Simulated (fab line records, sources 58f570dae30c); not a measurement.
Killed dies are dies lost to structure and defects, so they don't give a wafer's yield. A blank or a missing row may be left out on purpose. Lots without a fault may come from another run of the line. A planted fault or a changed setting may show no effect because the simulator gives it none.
Chamber matching | flow berkeley_cmos170 | UCB170_SPACER_ETCHBACK_03 on rie_diel-04: 4 sister chambers
The step etches SiO2 in CHF3/CF4/Ar, stops on Si, target depth 376 nm, time 100 s. 4 wafers are shown with their chamber, then 7 later ones without.

WAFERS WITH THEIR CHAMBER
wafer  | chamber | drypump_motor_current_A (A)
L666.5 | 0       | 5.6
L669.2 | 3       | 6.0
L671.1 | 1       | 5.5
L671.3 | 2       | 5.1

WAFERS WITHOUT THEIR CHAMBER
wafer  | drypump_motor_current_A (A)
L671.5 | 5.7
L674.3 | 5.6
L674.4 | 5.7
L674.5 | 5.6
L677.4 | 5.7
L677.5 | 5.6
L677.6 | 5.6

WHICH CHAMBER EACH WENT THROUGH
wafer  | from the rows above     | in truth
L671.5 | can't be placed: 0 or 1 | 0
L674.3 | can't be placed: 0 or 1 | 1
L674.4 | can't be placed: 0 or 1 | 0
L674.5 | can't be placed: 0 or 1 | 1
L677.4 | can't be placed: 0 or 1 | 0
L677.5 | can't be placed: 0 or 1 | 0
L677.6 | can't be placed: 0 or 1 | 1
Placed correctly: 0 of 7. Can't be placed from these rows: 7 (the true chamber is among the candidates in 7). Placed wrongly: 0.
How it was worked out, from the rows above alone: a wafer's distance from a chamber is the root of the sum, over the readings, of the square of ((its reading less the chamber's mean) divided by the reading's scatter). The wafer belongs to the nearest chamber; if the next one is less than 2 further off, it can't be placed. A chamber's mean is the mean of its shown wafers. The scatter: with one shown wafer a chamber, the root of the mean of the squares of how far each hidden wafer lies from its nearest shown one.
